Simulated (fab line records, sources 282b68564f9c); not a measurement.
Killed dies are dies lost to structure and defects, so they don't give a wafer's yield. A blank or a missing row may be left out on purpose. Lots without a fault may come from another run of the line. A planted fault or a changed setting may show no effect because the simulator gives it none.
Chamber matching | flow rit_cmos | RIT_CONTACT_CVD_00 on pecvd-03: 3 sister chambers
The step deposits SiO2 from TEOS, target thk 400 nm, time 61 s. 3 wafers are shown with their chamber, then 7 later ones without.

WAFERS WITH THEIR CHAMBER
wafer  | chamber | heater_power_w (W)
L163.4 | 1       | 379
L168.1 | 0       | 295
L168.4 | 2       | 341

WAFERS WITHOUT THEIR CHAMBER
wafer  | heater_power_w (W)
L168.6 | 313
L172.1 | 310
L172.3 | 290
L172.5 | 381
L175.1 | 315
L175.4 | 372
L175.6 | 339

WHICH CHAMBER EACH WENT THROUGH
wafer  | from the rows above     | in truth
L168.6 | can't be placed: 0 or 2 | 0
L172.1 | can't be placed: 0 or 2 | 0
L172.3 | 0                       | 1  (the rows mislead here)
L172.5 | 1                       | 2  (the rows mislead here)
L175.1 | can't be placed: 0 or 2 | 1
L175.4 | can't be placed: 1 or 2 | 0
L175.6 | 2                       | 2
Placed correctly: 1 of 7. Can't be placed from these rows: 4 (the true chamber is among the candidates in 2). Placed wrongly: 2.
How it was worked out, from the rows above alone: a wafer's distance from a chamber is the root of the sum, over the readings, of the square of ((its reading less the chamber's mean) divided by the reading's scatter). The wafer belongs to the nearest chamber; if the next one is less than 2 further off, it can't be placed. A chamber's mean is the mean of its shown wafers. The scatter: with one shown wafer a chamber, the root of the mean of the squares of how far each hidden wafer lies from its nearest shown one.
